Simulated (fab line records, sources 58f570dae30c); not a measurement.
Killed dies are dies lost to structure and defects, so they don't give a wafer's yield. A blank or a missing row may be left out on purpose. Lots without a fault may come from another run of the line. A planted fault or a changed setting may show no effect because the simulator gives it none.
Which tool did it? | flow berkeley_cmos170 | 24 lots, 72 wafers sampled, at 6 steps of a route of 331

WHAT THE GAUGES READ, wafer by wafer
UCB170_PWELL_OVL_MEAS_13. Usual: PWELL_OVL -1 nm, standard deviation 5.1.
lot  | measured    | on         | PWELL_OVL (nm) | flag
L074 | day 3 08:20 | overlay-01 | 3 -8 -1        |
L076 | day 3 16:12 | overlay-02 | 0 -1 5         |
L075 | day 3 15:56 | overlay-02 | -12 -8 -8      |
L077 | day 4 02:46 | overlay-02 | 3 -3 -1        |
L078 | day 4 02:37 | overlay-01 | -1 -1 -1       |
L080 | day 4 11:19 | overlay-01 | 6 0 7          |
L079 | day 4 11:02 | overlay-02 | -7 -3 -10      |
L082 | day 4 20:41 | overlay-02 | 0 -5 -6        |
L081 | day 4 20:30 | overlay-02 | -1 7 6         |
L083 | day 5 06:11 | overlay-01 | -7 -2 3        |
L084 | day 5 05:55 | overlay-01 | 9 1 -1         |
L086 | day 5 16:10 | overlay-02 | 5 -1 2         |
L085 | day 5 16:27 | overlay-01 | -6 -7 -6       |
L087 | day 6 06:52 | overlay-02 | 3 5 4          |
L088 | day 6 07:07 | overlay-01 | -2 -1 -1       |
L089 | day 6 20:42 | overlay-01 | -7 1 -5        |
L090 | day 7 00:46 | overlay-02 | 2 -1 -1        |
L091 | day 7 08:34 | overlay-02 | 1 6 4          |
L092 | day 7 08:49 | overlay-01 | -6 -4 -5       |
L094 | day 7 17:18 | overlay-01 | 1 10 6         |
L093 | day 7 17:32 | overlay-01 | -9 -5 -3       |
L096 | day 8 02:25 | overlay-02 | -4 0 1         |
L095 | day 8 02:38 | overlay-01 | 2 4 -2         |
L097 | day 8 10:16 | overlay-02 | -9 -13 -10     |

UCB170_ACTIVE_THK_MEAS_03. Usual: ACTIVE_OXIDE_THK 26.2 nm, standard deviation 0.58.
lot  | measured    | on            | ACTIVE_OXIDE_THK (nm) | flag
L074 | day 4 10:06 | film_metro-04 | 26.8 26.4 26.7        |
L076 | day 4 14:25 | film_metro-03 | 26.6 26.4 26.3        |
L075 | day 4 14:26 | film_metro-02 | 26.3 26.3 26.2        |
L077 | day 5 04:39 | film_metro-03 | 27.1 26.6 26.7        |
L078 | day 5 04:37 | film_metro-04 | 27.5 27.5 27.4        |
L080 | day 5 17:47 | film_metro-04 | 24.7 25.0 25.1        |
L079 | day 5 17:46 | film_metro-03 | 25.7 25.7 25.7        |
L082 | day 6 06:52 | film_metro-02 | 26.2 25.6 26.1        |
L081 | day 6 06:52 | film_metro-03 | 25.7 26.1 26.0        |
L083 | day 6 16:34 | film_metro-04 | 26.2 26.5 26.4        |
L084 | day 6 16:34 | film_metro-03 | 25.7 25.8 25.5        |
L086 | day 6 21:59 | film_metro-02 | 25.6 25.9 25.2        |
L085 | day 6 22:00 | film_metro-03 | 25.4 25.6 25.7        |
L087 | day 7 10:18 | film_metro-04 | 25.5 25.5 25.2        |
L088 | day 7 10:18 | film_metro-02 | 25.6 26.3 26.1        |
L089 | day 7 21:51 | film_metro-02 | 26.1 25.7 25.8        |
L090 | day 8 03:00 | film_metro-03 | 26.1 25.7 26.7        |
L091 | day 8 16:27 | film_metro-04 | 26.6 26.8 27.3        |
L092 | day 8 16:27 | film_metro-02 | 26.5 26.3 26.5        |
L094 | day 8 23:19 | film_metro-04 | 27.1 26.5 26.6        |
L093 | day 8 23:22 | film_metro-04 | 27.0 26.5 26.6        |
L096 | day 8 23:20 | film_metro-02 | 27.0 27.0 26.7        |
L095 | day 8 23:19 | film_metro-03 | 25.4 25.8 25.9        |
L097 | day 9 16:14 | film_metro-02 | 26.2 26.3 25.8        |

UCB170_GATE_CD_MEAS_90: target cd 350 nm. Usual: cd_nm 350.5 nm, standard deviation 1.4.
lot  | measured     | on        | cd_nm (nm)        | flag
L074 | day 7 15:29  | cd_sem-02 | 351.1 353.2 350.4 |
L076 | day 7 15:10  | cd_sem-01 | 349.9 351.2 350.4 |
L075 | day 7 15:26  | cd_sem-01 | 352.5 352.2 350.4 |
L077 | day 8 04:08  | cd_sem-01 | 352.4 351.3 351.0 |
L078 | day 8 03:52  | cd_sem-02 | 352.4 350.6 351.2 |
L080 | day 8 17:55  | cd_sem-02 | 350.4 349.7 348.4 |
L079 | day 8 18:05  | cd_sem-01 | 351.9 351.3 351.5 |
L082 | day 9 08:19  | cd_sem-02 | 351.7 349.4 350.1 |
L081 | day 9 08:33  | cd_sem-01 | 350.3 350.0 349.6 |
L083 | day 9 14:35  | cd_sem-01 | 350.4 349.9 347.8 |
L084 | day 9 14:31  | cd_sem-02 | 349.0 350.0 350.5 |
L086 | day 9 23:47  | cd_sem-02 | 349.6 351.2 351.2 |
L085 | day 9 23:35  | cd_sem-01 | 349.1 350.6 349.3 |
L087 | day 10 07:17 | cd_sem-02 | 351.2 348.1 351.0 |
L088 | day 10 08:03 | cd_sem-01 | 351.3 350.8 347.8 |
L089 | day 10 20:16 | cd_sem-02 | 350.9 351.4 350.2 |
L090 | day 10 20:23 | cd_sem-02 | 350.7 351.2 349.6 |
L091 | day 11 11:24 | cd_sem-02 | 350.3 348.5 350.5 |
L092 | day 11 11:46 | cd_sem-02 | 351.3 350.9 353.0 |
L094 | day 11 19:52 | cd_sem-02 | 350.9 350.0 351.6 |
L093 | day 11 20:07 | cd_sem-02 | 349.0 348.8 347.2 |
L096 | day 11 20:37 | cd_sem-02 | 351.1 351.1 351.3 |
L095 | day 11 20:21 | cd_sem-02 | 350.6 351.6 352.3 |
L097 | day 12 02:58 | cd_sem-02 | 347.2 347.4 348.1 |

UCB170_V2_BOW_MEAS_03. Usual: V2_BOW 37 um, standard deviation 6.5.
lot  | measured     | on            | V2_BOW (um) | flag
L074 | day 9 03:37  | film_metro-02 | 51 40 45    |
L076 | day 9 04:02  | film_metro-04 | 22 34 35    |
L075 | day 9 01:58  | film_metro-02 | 48 35 24    |
L077 | day 9 11:32  | film_metro-01 | 51 38 35    |
L078 | day 9 10:28  | film_metro-04 | 42 31 38    |
L080 | day 10 05:02 | film_metro-04 | 43 39 34    |
L079 | day 10 03:50 | film_metro-02 | 37 41 31    |
L082 | day 10 15:57 | film_metro-04 | 41 34 45    |
L081 | day 10 17:25 | film_metro-02 | 38 48 44    |
L083 | day 11 08:34 | film_metro-02 | 42 39 41    |
L084 | day 11 08:42 | film_metro-04 | 36 43 30    |
L086 | day 11 09:43 | film_metro-02 | 37 46 38    |
L085 | day 11 09:53 | film_metro-01 | 29 36 29    |
L087 | day 11 17:56 | film_metro-01 | 42 36 37    |
L088 | day 11 16:58 | film_metro-02 | 34 32 37    |
L089 | day 12 05:23 | film_metro-01 | 35 37 45    |
L090 | day 12 04:31 | film_metro-01 | 35 32 47    |
L091 | day 12 19:44 | film_metro-02 | 42 49 45    |
L092 | day 12 18:19 | film_metro-04 | 31 30 46    |
L094 | day 13 04:05 | film_metro-02 | 39 39 47    |
L093 | day 13 08:50 | film_metro-02 | 35 46 35    |
L096 | day 13 03:50 | film_metro-01 | 43 40 50    |
L095 | day 13 09:10 | film_metro-01 | 33 41 33    |
L097 | day 13 12:40 | film_metro-02 | 40 35 43    |

WHICH TOOL RAN EACH LOT (tool, then ch and the chambers of the sampled wafers, then the start)
lot  | UCB170_NWELL_ETCH_13              | UCB170_GATE_STRIP_16
L074 | rie_diel-01 ch 1,2,3, day 2 16:20 | plasma_asher-02 ch 0,1, day 7 15:22
L076 | rie_diel-01 ch 1,2,3, day 2 21:23 | plasma_asher-02 ch 0,1, day 7 15:01
L075 | rie_diel-03 ch 0,2,3, day 2 21:39 | plasma_asher-03 ch 0,1, day 7 15:19
L077 | rie_diel-02 ch 0,3, day 3 05:43   | plasma_asher-03 ch 0,1, day 8 04:02
L078 | rie_diel-03 ch 0,1,2, day 3 05:59 | plasma_asher-01 ch 0,1, day 8 03:45
L080 | rie_diel-02 ch 1,2, day 3 14:05   | plasma_asher-01 ch 0,1, day 8 17:47
L079 | rie_diel-03 ch 0,2,3, day 3 14:20 | plasma_asher-02 ch 1, day 8 17:59
L082 | rie_diel-02 ch 0,1,3, day 4 01:02 | plasma_asher-02 ch 0,1, day 9 08:07
L081 | rie_diel-01 ch 1,2, day 4 01:38   | plasma_asher-03 ch 0,1, day 9 08:26
L083 | rie_diel-03 ch 0,1,3, day 4 09:28 | plasma_asher-02 ch 0,1, day 9 14:29
L084 | rie_diel-01 ch 0,1,2, day 4 09:35 | plasma_asher-01 ch 0,1, day 9 14:24
L086 | rie_diel-03 ch 0,3, day 4 17:44   | plasma_asher-02 ch 0, day 9 23:41
L085 | rie_diel-02 ch 0,1,2, day 4 17:59 | plasma_asher-03 ch 1, day 9 23:27
L087 | rie_diel-03 ch 0,1,2, day 5 04:14 | plasma_asher-01 ch 0,1, day 10 07:10
L088 | rie_diel-01 ch 1,2, day 5 11:22   | plasma_asher-03 ch 0,1, day 10 07:56
L089 | rie_diel-03 ch 0,2,3, day 5 18:30 | plasma_asher-01 ch 0,1, day 10 20:01
L090 | rie_diel-01 ch 0,1,3, day 6 02:58 | plasma_asher-03 ch 0,1, day 10 20:08
L091 | rie_diel-02 ch 0,2,3, day 6 11:40 | plasma_asher-03 ch 0,1, day 11 11:14
L092 | rie_diel-01 ch 1,2, day 6 11:54   | plasma_asher-01 ch 0,1, day 11 11:31
L094 | rie_diel-01 ch 1,2,3, day 6 20:42 | plasma_asher-01 ch 1, day 11 19:46
L093 | rie_diel-02 ch 1,2,3, day 6 20:53 | plasma_asher-03 ch 0,1, day 11 20:00
L096 | rie_diel-01 ch 0,2,3, day 7 06:04 | plasma_asher-01 ch 0,1, day 11 20:31
L095 | rie_diel-02 ch 0,1,2, day 7 06:18 | plasma_asher-02 ch 0,1, day 11 20:14
L097 | rie_diel-02 ch 0,2,3, day 7 10:15 | plasma_asher-01 ch 0, day 12 02:50
- UCB170_NWELL_ETCH_13: etches Si3N4 in CH3F/Ar/O2, stops on SiO2, target depth 246.4 nm, time 154 s.
- UCB170_GATE_STRIP_16: strips in O2.

WHAT THE TOOLS THEMSELVES READ (means of the sampled wafers that have a number; where no wafer has one, the mark that the record gives instead)
UCB170_NWELL_ETCH_13. Usual: drypump_motor_current_A 5.9 A, standard deviation 0.47; oes_product_au 0.938 a.u., standard deviation 0.014; throttle_valve_pct 8.10 %, standard deviation 0.14.
lot  | tool        | drypump_motor_current_A (A) | oes_product_au (a.u.) | throttle_valve_pct (%) | flag
L074 | rie_diel-01 | 5.6                         | 0.934                 | 8.07                   |
L076 | rie_diel-01 | 5.5                         | 0.931                 | 8.05                   |
L075 | rie_diel-03 | 5.7                         | 0.949                 | 8.14                   |
L077 | rie_diel-02 | 6.2                         | 0.927                 | 8.14                   |
L078 | rie_diel-03 | 5.9                         | 0.955                 | 8.07                   |
L080 | rie_diel-02 | 6.1                         | 0.955                 | 8.05                   |
L079 | rie_diel-03 | 5.8                         | 0.949                 | 8.13                   |
L082 | rie_diel-02 | 6.0                         | 0.940                 | 8.04                   |
L081 | rie_diel-01 | 5.5                         | 0.928                 | 8.04                   |
L083 | rie_diel-03 | 5.6                         | 0.934                 | 8.04                   |
L084 | rie_diel-01 | 5.6                         | 0.937                 | 8.12                   |
L086 | rie_diel-03 | 5.3                         | 0.948                 | 8.08                   |
L085 | rie_diel-02 | 6.0                         | 0.945                 | 8.09                   |
L087 | rie_diel-03 | 5.9                         | 0.944                 | 8.07                   |
L088 | rie_diel-01 | 5.5                         | 0.924                 | 8.03                   |
L089 | rie_diel-03 | 5.8                         | 0.947                 | 8.13                   |
L090 | rie_diel-01 | 5.7                         | 0.925                 | 8.15                   |
L091 | rie_diel-02 | 6.1                         | 0.943                 | 8.19                   |
L092 | rie_diel-01 | 5.5                         | 0.927                 | 8.03                   |
L094 | rie_diel-01 | 5.6                         | 0.929                 | 8.07                   |
L093 | rie_diel-02 | 6.2                         | 0.937                 | 8.15                   |
L096 | rie_diel-01 | 6.0                         | 0.933                 | 8.04                   |
L095 | rie_diel-02 | 6.0                         | 0.947                 | 8.09                   |
L097 | rie_diel-02 | 6.2                         | 0.929                 | 8.19                   |

UCB170_GATE_STRIP_16. Usual: drypump_motor_current_A 5.9 A, standard deviation 0.34; oes_product_au 0.724 a.u., standard deviation 0.0045.
lot  | tool            | drypump_motor_current_A (A) | oes_product_au (a.u.) | flag
L074 | plasma_asher-02 | 6.0                         | 0.722                 |
L076 | plasma_asher-02 | 6.0                         | 0.723                 |
L075 | plasma_asher-03 | 5.5                         | 0.718                 |
L077 | plasma_asher-03 | 5.4                         | 0.722                 |
L078 | plasma_asher-01 | 6.3                         | 0.721                 |
L080 | plasma_asher-01 | 6.3                         | 0.725                 |
L079 | plasma_asher-02 | 6.1                         | 0.725                 |
L082 | plasma_asher-02 | 5.8                         | 0.729                 |
L081 | plasma_asher-03 | 5.5                         | 0.722                 |
L083 | plasma_asher-02 | 6.0                         | 0.722                 |
L084 | plasma_asher-01 | 6.2                         | 0.720                 |
L086 | plasma_asher-02 | 5.7                         | 0.728                 |
L085 | plasma_asher-03 | 5.6                         | 0.727                 |
L087 | plasma_asher-01 | 6.2                         | 0.723                 |
L088 | plasma_asher-03 | 5.5                         | 0.724                 |
L089 | plasma_asher-01 | 6.2                         | 0.726                 |
L090 | plasma_asher-03 | 5.5                         | 0.725                 |
L091 | plasma_asher-03 | 5.5                         | 0.727                 |
L092 | plasma_asher-01 | 6.3                         | 0.725                 |
L094 | plasma_asher-01 | 6.2                         | 0.716                 |
L093 | plasma_asher-03 | 5.5                         | 0.720                 |
L096 | plasma_asher-01 | 6.3                         | 0.726                 |
L095 | plasma_asher-02 | 5.9                         | 0.725                 |
L097 | plasma_asher-01 | 6.3                         | 0.727                 |

THE ANSWER, worked out from the rows above alone
Rule: a lot is off if the mean of its wafers that have a number lies more than 3 standard deviations from the usual mean. A lot without any number at a reading at which 4 lots or more have one is off too. The other lots that the step has rows for count as sound. The gauges are gone through in route order, then the tools' own readings, and for those a lot's mean is taken as printed above. The first step at which some lot is off is used, and at that step the reading that is off furthest; a lot without a number counts as furthest.
No lot is off at any reading shown: from this, nothing can be told.

WHAT THE SIMULATOR HAD PUT IN
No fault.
